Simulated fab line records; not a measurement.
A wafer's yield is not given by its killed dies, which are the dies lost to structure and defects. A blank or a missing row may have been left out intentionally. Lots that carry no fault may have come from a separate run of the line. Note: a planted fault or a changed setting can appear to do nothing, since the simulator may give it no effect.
Struck lot and sound lot, side by side | flow rit-cmos | 17 steps out of a route of 202
Sound: wafers L691.2, L691.4, L691.5. The struck wafers were L701.3, L701.4, L701.6. The cause comes at the end.
Per side, at each step with rows, come the tool, then ch with its chambers, and then its first start. Under that, the readings that differ: sound wafers | struck wafers | difference of the means | sigmas: that difference in standard deviations of wafers without a fault.
alike: same words and numbers on both sides, and readings whose means sit less than 2 such deviations apart. not compared: any withheld reading, any reading some wafer has no value for, any bound like >300 that may hide the same value, and any number with overlapping values for which the record gives no deviation.
Wherever a step has rows on one side only, a row that says differs or no value, or a row with sigmas, the two part there. Non-overlapping numbers with no deviation appear without sigmas and do not part them. A reading missing from all wafers of one side parts the sides only when that side holds two or more wafers.

RIT_PWELL_TW_MEAS_10:
  sound on film-metro-03 at day 2 23:42; struck on film-metro-03 at day 5 03:20
  alike: PWELL_TW
then, 1 step without rows for these wafers: RIT_WELLDRIVE_ANNEAL_00 (time 14700 s).
RIT_WELLDRIVE_RS_MEAS_01: a four-point-probe measurement.
  sound on film-metro-03 at day 3 04:51; struck on film-metro-03 at day 5 09:50
  alike: NWELL_RS
RIT_WELLDRIVE_RS_MEAS_02: a four-point-probe measurement.
  sound on film-metro-03 at day 3 04:58; struck on film-metro-03 at day 5 09:58
  alike: PWELL_RS
then, 6 steps without rows for these wafers: RIT_NRETRO_HMDS_00 (prime time 60 s); RIT_NRETRO_COAT_01 (resist thk 1300 nm); RIT_NRETRO_SOFTBAKE_02 (time 60 s); RIT_NRETRO_EXPOSE_03 (exposes mask M4, target cd 43900 nm); RIT_NRETRO_PEB_04; RIT_NRETRO_DEVELOP_05 (develop time 68 s).
RIT_NRETRO_OVL_MEAS_06:
  sound on overlay-01 at day 3 06:07; struck on overlay-01 at day 5 10:58
  reading         | sound          | struck      | difference | sigmas
  NRETRO_OVL (nm) | -0.9 -1.4 -2.7 | 3.3 1.1 3.9 | +4.4       | +3
then, 1 step without rows for these wafers: RIT_NRETRO_HARDBAKE_07 (time 120 s).
RIT_NRETRO_IMPLANT_08:
  sound on implanter-02 ch 0, day 3 06:26; struck on implanter-01 ch 0, day 5 11:17
  reading            | sound                         | struck                           | difference  | sigmas
  dose-ions-cm2      | 9.995e+12 9.999e+12 9.996e+12 | 1.1023e+13 1.1012e+13 1.1001e+13 | +1.0153e+12 | +92
  faraday-current-uA | 30.6 32.2 32.4                | 34.2 34.8 35.3                   | +3.0        | +5
RIT_NRETRO_STRIP_09: strips in O2, time 180 s.
  sound on plasma-asher-01 ch 0,1, day 3 06:34; struck on plasma-asher-01 ch 0,1, day 5 11:26
  alike: drypump-motor-current-A
  not compared: rf-hours-counter-h
RIT_NRETRO_TW_MEAS_10:
  sound on film-metro-04 at day 3 06:45; struck on film-metro-04 at day 5 11:34
  reading   | sound          | struck         | difference | sigmas
  NRETRO_TW | 1047 1042 1052 | 1083 1084 1081 | +36        | +9
then, 1 step without rows for these wafers: RIT_PRETRO_HMDS_00 (prime time 60 s).
RIT_M1_PROBE_99:
  sound on prober-02 at day 4 11:16; struck on prober-02 at day 7 00:12
  reading                             | sound                   | struck                 | difference | sigmas
  model.etest.cap-p-gate.c-min-ff-um2 | 2.326 2.339 2.342       | 2.376 2.356 2.388      | +0.038     |
  model.etest.pmos-narrow.vt-v (V)    | -0.4915 -0.4926 -0.4915 | -0.4977 -0.504 -0.493  | -0.0064    |
  model.etest.pmos_0p3.vt-sat-v (V)   | -0.4909 -0.4905 -0.49   | -0.4955 -0.5032 -0.496 | -0.0078    |
  alike: killed-at-contacts, killed-at-front-end, killed-dies, killed-open, killed-short

WHERE THEY PART
Earliest at RIT_NRETRO_OVL_MEAS_06; latest, in this record, at RIT_NRETRO_TW_MEAS_10. Later steps at which nothing parts them and some readings are alike: RIT_M1_PROBE_99.

WHY: whatever the simulator had introduced
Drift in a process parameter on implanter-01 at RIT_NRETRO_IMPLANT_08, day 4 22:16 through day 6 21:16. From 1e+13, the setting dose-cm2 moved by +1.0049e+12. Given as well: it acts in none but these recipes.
